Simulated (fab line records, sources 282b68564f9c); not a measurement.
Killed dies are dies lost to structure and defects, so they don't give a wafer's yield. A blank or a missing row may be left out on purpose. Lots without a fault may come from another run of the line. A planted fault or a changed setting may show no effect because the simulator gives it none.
Which tool did it? | flow rit_cmos | 14 lots, 42 wafers sampled, at 2 steps of a route of 202

WHAT THE GAUGES READ, wafer by wafer
RIT_SDANNEAL_RS_MEAS_05: measures by four-point-probe.
lot  | measured    | on            | NSD_RS (ohm/sq)
L220 | day 3 08:30 | film_metro-04 | 84.81 84.03 84.51
L221 | day 3 15:47 | film_metro-04 | 84.13 84.62 84.49
L223 | day 4 03:31 | film_metro-04 | 84.00 84.48 84.11
L225 | day 4 13:22 | film_metro-04 | 83.97 84.18 83.91
L226 | day 4 18:23 | film_metro-04 | 84.10 84.17 83.88
L227 | day 4 20:44 | film_metro-04 | 84.79 84.97 84.75
L228 | day 5 00:34 | film_metro-02 | 83.80 83.63 83.65
L229 | day 5 09:00 | film_metro-04 | 84.63 84.71 84.55
L231 | day 5 17:22 | film_metro-02 | 84.71 84.36 84.73
L232 | day 5 22:52 | film_metro-01 | 84.35 84.40 84.35
L234 | day 6 05:38 | film_metro-02 | 87.47 87.31 87.51
L235 | day 6 12:10 | film_metro-04 | 84.18 84.56 84.65
L237 | day 7 04:01 | film_metro-01 | 84.74 84.65 84.70
L238 | day 7 08:38 | film_metro-02 | 87.35 87.35 87.33

WHICH TOOL RAN EACH LOT (tool, then ch and the chambers of the sampled wafers, then the start)
lot  | RIT_NSD_IMPLANT_08
L220 | implanter-02 ch 0, day 3 06:01
L221 | implanter-03 ch 0, day 3 13:26
L223 | implanter-03 ch 0, day 4 01:03
L225 | implanter-03 ch 0, day 4 10:12
L226 | implanter-03 ch 0, day 4 15:26
L227 | implanter-02 ch 0, day 4 17:51
L228 | implanter-03 ch 0, day 4 22:02
L229 | implanter-04 ch 0, day 5 06:38
L231 | implanter-04 ch 0, day 5 14:46
L232 | implanter-04 ch 0, day 5 20:30
L234 | implanter-04 ch 0, day 6 03:10
L235 | implanter-03 ch 0, day 6 09:48
L237 | implanter-03 ch 0, day 7 01:32
L238 | implanter-04 ch 0, day 7 06:06
- RIT_NSD_IMPLANT_08

WHAT THE TOOLS THEMSELVES READ (means of the sampled wafers that have a number; where no wafer has one, the mark that the record gives instead)
RIT_NSD_IMPLANT_08.
lot  | tool         | dose_ions_cm2
L220 | implanter-02 | 9.991e+14
L221 | implanter-03 | 1.001e+15
L223 | implanter-03 | 1.001e+15
L225 | implanter-03 | 9.999e+14
L226 | implanter-03 | 9.996e+14
L227 | implanter-02 | 9.995e+14
L228 | implanter-03 | 1.000e+15
L229 | implanter-04 | 9.995e+14
L231 | implanter-04 | 1.000e+15
L232 | implanter-04 | 1.002e+15
L234 | implanter-04 | 9.562e+14
L235 | implanter-03 | 9.995e+14
L237 | implanter-03 | 9.986e+14
L238 | implanter-04 | 9.565e+14

THE ANSWER, worked out from the rows above alone
Rule: what is usual is taken from the lots themselves. Put in order of their means at a reading, lots are off if they are a third of the lots or fewer, leave a main group of 4 or more, and stand apart from it by a gap of 3 or more times the standard deviation of the main group's means; of several such gaps the widest counts. A main group whose means are all the same, to the digits that the tables above print for the reading, isn't used. A lot without any number at a reading at which 4 lots or more have one is off too. The other lots that the step has rows for count as sound. The gauges are gone through in route order, then the tools' own readings, and for those a lot's mean is taken as printed above. The first step at which some lot is off is used, and at that step the reading that is off furthest; a lot without a number counts as furthest.
Off: L234, L238, at RIT_SDANNEAL_RS_MEAS_05 (NSD_RS). The main group: mean 84.37 ohm/sq, standard deviation 0.31.
A tool fits if, at a process step before that reading, it ran every lot that is off, and no sound lot after the first of them. The gauges at RIT_SDANNEAL_RS_MEAS_05 aren't tried: what is off there is off at RIT_NSD_IMPLANT_08 too, on other tools, and a gauge's error can't cause that. One fits: implanter-04 at RIT_NSD_IMPLANT_08. Its last sound lot is L232 (day 5 20:30), its first lot that is off L234 (day 6 03:10): a fault that began between those two fits.
The tool's own readings at RIT_NSD_IMPLANT_08 bear it out: on the lots that are off they differ by more than 5 times the standard deviation of the sound lots' means. dose_ions_cm2 reads 9.564e+14 there against 1.000e+15 on the sound lots.

WHAT THE SIMULATOR HAD PUT IN
Process parameter drift: implanter-04, from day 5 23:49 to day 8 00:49, at RIT_NSD_IMPLANT_08. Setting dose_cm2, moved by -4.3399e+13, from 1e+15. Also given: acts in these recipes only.
Lots struck among those shown: L234, L238. The rule above found the same.
